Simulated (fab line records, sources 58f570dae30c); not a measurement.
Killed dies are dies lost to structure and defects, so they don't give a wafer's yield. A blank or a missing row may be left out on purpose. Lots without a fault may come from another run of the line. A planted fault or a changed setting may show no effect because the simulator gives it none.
Tool commonality check | flow berkeley_cmos170 | 16 lots, 48 wafers sampled

WHY IT WAS OPENED
At UCB170_NLDD_OVL_MEAS_07 the reading NLDD_OVL is flagged on 4 of 16 lots. Wafers without a fault read 0 nm, standard deviation 5.6.
Rule: a lot is flagged when every wafer of it that has a number lies more than 4 standard deviations from that mean, or none has a number. The other lots count as sound.

lot  | measured     | on         | NLDD_OVL (nm), wafer by wafer | flag
L577 | day 5 20:02  | overlay-02 | -7 0 -8                       |
L578 | day 6 08:00  | overlay-02 | 1 -7 4                        |
L579 | day 6 20:53  | overlay-02 | 7 -1 4                        |
L580 | day 6 21:08  | overlay-02 | -3 -2 -1                      |
L583 | day 6 21:23  | overlay-01 | -11 -7 -11                    |
L581 | day 6 21:37  | overlay-02 | 5 3 0                         |
L582 | day 6 22:50  | overlay-01 | -3 0 -2                       |
L584 | day 7 08:27  | overlay-02 | 6 6 6                         |
L586 | day 7 22:04  | overlay-01 | -5 -5 1                       |
L587 | day 7 22:19  | overlay-01 | 8 2 7                         |
L591 | day 8 22:52  | overlay-02 | 328 324 327                   | FLAGGED
L592 | day 8 22:59  | overlay-01 | 328 326 325                   | FLAGGED
L590 | day 8 23:15  | overlay-02 | 313 313 309                   | FLAGGED
L593 | day 9 11:12  | overlay-02 | 310 317 313                   | FLAGGED
L599 | day 10 18:23 | overlay-01 | 2 0 2                         |
L600 | day 10 18:48 | overlay-01 | -5 -7 -3                      |
The numbers of the flagged lots are 319 nm on average: +319 nm against the usual, or +57 standard deviations.

WHICH TOOL RAN EACH LOT
The record holds 2 process steps before the reading, out of a route of 331 steps. In each cell: the tool, then ch and the chambers that the sampled wafers went through, then the start.
lot  | flag    | UCB170_GATE_ETCH_14                | UCB170_NLDD_EXPOSE_03
L577 |         | rie_diel-02 ch 0,2,3, day 5 16:11  | krf_scanner-02 ch 0, day 5 19:10
L578 |         | rie_diel-02 ch 0,2,3, day 6 02:13  | krf_scanner-02 ch 0, day 6 07:23
L579 |         | rie_diel-02 ch 1,2, day 6 15:16    | krf_scanner-01 ch 0, day 6 20:20
L580 |         | rie_diel-04 ch 1,2,3, day 6 15:23  | krf_scanner-02 ch 0, day 6 20:34
L583 |         | rie_diel-02 ch 0,1, day 6 17:32    | krf_scanner-02 ch 0, day 6 20:40
L581 |         | rie_diel-03 ch 0,2,3, day 6 17:37  | krf_scanner-01 ch 0, day 6 20:55
L582 |         | rie_diel-04 ch 0,2,3, day 6 17:49  | krf_scanner-02 ch 0, day 6 22:20
L584 |         | rie_diel-02 ch 0,1, day 7 02:58    | krf_scanner-01 ch 0, day 7 07:48
L586 |         | rie_diel-02 ch 0,2,3, day 7 18:35  | krf_scanner-02 ch 0, day 7 21:34
L587 |         | rie_diel-03 ch 0,1,3, day 7 18:42  | krf_scanner-01 ch 0, day 7 21:48
L591 | FLAGGED | rie_diel-03 ch 0,1,2, day 8 19:24  | krf_scanner-02 ch 0, day 8 22:19
L592 | FLAGGED | rie_diel-04 ch 0,2, day 8 19:37    | krf_scanner-02 ch 0, day 8 22:24
L590 | FLAGGED | rie_diel-02 ch 0,2, day 8 19:44    | krf_scanner-02 ch 0, day 8 22:44
L593 | FLAGGED | rie_diel-04 ch 0,1,3, day 9 07:33  | krf_scanner-02 ch 0, day 9 10:44
L599 |         | rie_diel-04 ch 0,1,3, day 10 15:08 | krf_scanner-01 ch 0, day 10 17:55
L600 |         | rie_diel-02 ch 0,2, day 10 15:23   | krf_scanner-01 ch 0, day 10 18:07
What these steps do:
- UCB170_GATE_ETCH_14: etches BARC in N2/H2.
- UCB170_NLDD_EXPOSE_03: exposes mask NSELECT, target cd 1200 nm.
- UCB170_NLDD_OVL_MEAS_07

FLAGGED OVER TOTAL, TOOL BY TOOL (the gauges that took the reading come last)
step                    | tool           | lots run | flagged | share of the flagged lots | sound lots run after its first flagged lot
UCB170_GATE_ETCH_14     | rie_diel-02    | 8        | 1       | some                      | 1 (L600)
UCB170_GATE_ETCH_14     | rie_diel-03    | 3        | 1       | some                      | 0
UCB170_GATE_ETCH_14     | rie_diel-04    | 5        | 2       | some                      | 1 (L599)
UCB170_NLDD_EXPOSE_03   | krf_scanner-01 | 6        | 0       | none                      | -
UCB170_NLDD_EXPOSE_03   | krf_scanner-02 | 10       | 4       | all                       | 0
UCB170_NLDD_OVL_MEAS_07 | overlay-01     | 7        | 1       | some                      | 2 (L599,L600)
UCB170_NLDD_OVL_MEAS_07 | overlay-02     | 9        | 3       | some                      | 0

WHAT THE TABLE ALLOWS
1 row of the table ran every flagged lot: krf_scanner-02 at UCB170_NLDD_EXPOSE_03.
- krf_scanner-02 at UCB170_NLDD_EXPOSE_03: 4 of its 10 lots flagged. Its last sound lot is L586 (day 7 21:34), its first flagged lot L591 (day 8 22:19): a fault that began between those two fits.
One tool is left: krf_scanner-02 at UCB170_NLDD_EXPOSE_03.

WHAT THE SIMULATOR HAD PUT IN
Scanner matching overlay: krf_scanner-02, from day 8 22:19 on, at UCB170_NLDD_EXPOSE_03. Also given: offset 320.
Lots struck among those shown: L591, L592, L590, L593. The rule above found the same.
